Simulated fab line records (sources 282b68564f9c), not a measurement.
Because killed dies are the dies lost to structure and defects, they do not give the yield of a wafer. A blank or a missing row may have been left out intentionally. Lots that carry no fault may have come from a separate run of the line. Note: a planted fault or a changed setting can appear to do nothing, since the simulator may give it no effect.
Struck lot and sound lot, side by side + flow ritCmos + 17 out of 202 route steps
Sound: the wafers L492.2, L492.3, L492.6. Struck: wafers L510.4, L510.5. (L510.2 of the same lot was not struck and is left out.) The cause comes at the end.
Order at every step that has rows: each side's tool, ch and its chambers, its first start. Under that, the readings that differ: sound wafers + struck wafers + difference of the means + sigmas: that difference in standard deviations of wafers without a fault.
alike: a reading whose means differ by less than 2 such deviations, as well as words and numbers matching on both sides. not compared: withheld readings; readings where some wafer has no value; bounds like >300 that might hide an equal value; numbers whose values overlap and for which the record gives no deviation.
The two part at a step that has a row with sigmas, a row that says differs or no value, or rows on one side only. Non-overlapping numbers with no deviation appear without sigmas and do not part them. Lack of a reading on every wafer of one side parts them only where that side has two or more wafers.

RIT_M1_SPUTTER_00: material Al, target thk 400 nm, time 500 s.
  struck on pvdSputter-03, day 6 22:30; sound on pvdSputter-01, day 3 06:38
  alike: throttleValvePct
RIT_M1_RS_MEAS_01: uses a four-point probe to measure.
  struck on filmMetro-03, day 6 22:49; sound on filmMetro-02, day 3 06:56
  alike: M1_AL_RS
RIT_M1_THK_MEAS_02: measures by xrf.
  struck on filmMetro-03, day 6 22:56; sound on filmMetro-02, day 3 07:03
  alike: M1_AL_THK
then, 6 steps without rows for these wafers: RIT_M1_HMDS_03 (prime time 60 s); RIT_M1_COAT_04 (resist thk 1300 nm); RIT_M1_SOFTBAKE_05 (time 60 s); RIT_M1_EXPOSE_06 (exposes mask M12, target cd 2600 nm); RIT_M1_PEB_07; RIT_M1_DEVELOP_08 (develop time 68 s).
RIT_M1_CD_MEAS_09: the cd target is 2600 nm.
  struck on cdSem-02, day 7 00:00; sound on cdSem-02, day 3 08:00
  alike: cdNm
RIT_M1_OVL_MEAS_10:
  struck on overlay-02, day 7 00:07; sound on overlay-02, day 3 08:07
  alike: M1_OVL
then, 1 step without rows for these wafers: RIT_M1_HARDBAKE_11 (time 120 s).
RIT_M1_METAL_ETCH_12: etches Al in Cl2/BCl3, stops on SiO2, time 165 s, target depth 600 nm.
  sound on rieMetal-03 ch 0,1, day 3 08:37; struck on rieMetal-03 ch 0, day 7 00:23
| reading                                | sound             | struck      | difference | sigmas      |
|----------------------------------------|-------------------|-------------|------------|-------------|
| oesProductAu (a.u.)                    | 0.772 0.771 0.758 | 0.970 0.976 | +0.206     | +21         |
| runLengthS (s)                         | 193.0 193.0 193.8 | 99.6 99.5   | -93.7      | -99 or more |
| model.NOVOLAK_of_M1_COAT_04.thkNm (nm) | 800.2 797.1 805.7 | 996.8 997.6 | +196.2     |             |
| model.M1.featureDepthNm (nm)           | 422.3 426.7 427   | 255.8 255   | -169.9     |             |
| model.etch.depthNm (nm)                | 389.2 393.6 394.9 | 255.8 255   | -137.2     |             |
  alike: drypumpMotorCurrentA, throttleValvePct
  not compared: rfHoursCounterH
then, 1 step without rows for these wafers: RIT_M1_STRIP_13 (strips in nmp, time 600 s).
RIT_M1_STRIP_14: strips in O2, time 180 s.
  sound on plasmaAsher-02 ch 0,1, day 3 08:57; struck on plasmaAsher-01 ch 1, day 7 00:44
  alike: drypumpMotorCurrentA
  not compared: rfHoursCounterH
RIT_M1_CD_MEAS_90: the cd target is 2600 nm.
  struck on cdSem-02, day 7 01:13; sound on cdSem-01, day 3 09:09
| reading   | sound                | struck        | difference | sigmas |
|-----------|----------------------|---------------|------------|--------|
| cdNm (nm) | 2602.6 2601.3 2599.3 | 2614.0 2612.3 | +12.1      | +4     |
  not compared: hold
RIT_M1_PROBE_99:
  struck on prober-01, day 7 07:34; sound on prober-01, day 3 11:14
| reading                 | sound             | struck                                          | difference                   | sigmas      |
|-------------------------|-------------------|-------------------------------------------------|------------------------------|-------------|
| hold                    | - - -             | awaitDispo/0.8h/release awaitDispo/0.8h/release | no value on the sound wafers |             |
| defectLimitedYield (%)  | 95.8 92.8 94.7    | 0 0                                             | -94                          | -86         |
| killed_at_M0_to_M3      | 0 0 0             | 262 259                                         | +260                         | +99 or more |
| killedAtFrontEnd        | 11 19 14          | 2 5                                             | -11                          | -4          |
| killedDies              | 11 19 14          | 264 264                                         | +249                         | +83         |
| killedOnRim             | 4 7 6             | 70 70                                           | +64                          | +43         |
| killedOpen              | 3 9 6             | 1 2                                             | -4                           | -2          |
| killedShort             | 8 10 8            | 0 2                                             | -8                           | -4          |
| sort_bin_5_function (%) | 1.9 6.1 2.7       | 100.0 99.6                                      | +96.2                        | +99 or more |
| sort_bin_6_memory (%)   | 2.3 1.1 1.9       | 0 0.4                                           | -2                           | -3          |
| sortNPass               | 253.0 245.0 250.0 | 0 0                                             | -249                         | -83         |
| sortYieldPct (%)        | 95.8 92.8 94.7    | 0 0                                             | -94                          | -86         |
  alike: sort_bin_3_pad_short

## WHERE THEY PART
Last at RIT_M1_PROBE_99 as far as this record goes, first at RIT_M1_METAL_ETCH_12.

WHY: whatever the simulator had introduced
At RIT_M1_METAL_ETCH_12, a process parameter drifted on rieMetal-03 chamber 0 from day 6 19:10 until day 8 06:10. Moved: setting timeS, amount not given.
